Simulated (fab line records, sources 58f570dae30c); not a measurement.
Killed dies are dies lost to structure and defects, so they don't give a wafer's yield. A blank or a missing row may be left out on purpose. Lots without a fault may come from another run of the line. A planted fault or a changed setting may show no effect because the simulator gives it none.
Which tool did it? | flow berkeley_cmos170 | 7 lots, 21 wafers sampled, at 2 steps of a route of 331

WHAT THE GAUGES READ, wafer by wafer
UCB170_M3_CD_MEAS_15: target cd 700 nm.
lot  | measured     | on        | cd_nm (nm)
L761 | day 8 07:24  | cd_sem-01 | 697.4 697.2 698.4
L760 | day 8 07:44  | cd_sem-02 | 700.3 699.8 700.0
L762 | day 8 15:58  | cd_sem-02 | 702.9 701.8 703.0
L765 | day 9 21:45  | cd_sem-02 | 699.0 698.2 699.3
L770 | day 10 08:32 | cd_sem-01 | 700.0 700.0 699.0
L774 | day 11 13:51 | cd_sem-01 | 695.2 693.9 695.0
L778 | day 11 20:22 | cd_sem-02 | 699.4 699.0 698.4

WHICH TOOL RAN EACH LOT (tool, then ch and the chambers of the sampled wafers, then the start)
lot  | UCB170_M3_EXPOSE_12
L761 | krf_scanner-02 ch 0, day 8 06:01
L760 | krf_scanner-02 ch 0, day 8 06:32
L762 | krf_scanner-02 ch 0, day 8 15:35
L765 | krf_scanner-01 ch 0, day 9 20:16
L770 | krf_scanner-01 ch 0, day 10 08:07
L774 | krf_scanner-02 ch 0, day 11 13:03
L778 | krf_scanner-01 ch 0, day 11 19:58
- UCB170_M3_EXPOSE_12: exposes mask METAL3, target cd 700 nm.

THE ANSWER, worked out from the rows above alone
Rule: what is usual is taken from the lots themselves. Put in order of their means at a reading, lots are off if they are a third of the lots or fewer, leave a main group of 4 or more, and stand apart from it by a gap of 3 or more times the standard deviation of the main group's means; of several such gaps the widest counts. A main group whose means are all the same, to the digits that the tables above print for the reading, isn't used. A lot without any number at a reading at which 4 lots or more have one is off too. The other lots that the step has rows for count as sound.
No lot is off at any reading shown: from this, nothing can be told.

WHAT THE SIMULATOR HAD PUT IN
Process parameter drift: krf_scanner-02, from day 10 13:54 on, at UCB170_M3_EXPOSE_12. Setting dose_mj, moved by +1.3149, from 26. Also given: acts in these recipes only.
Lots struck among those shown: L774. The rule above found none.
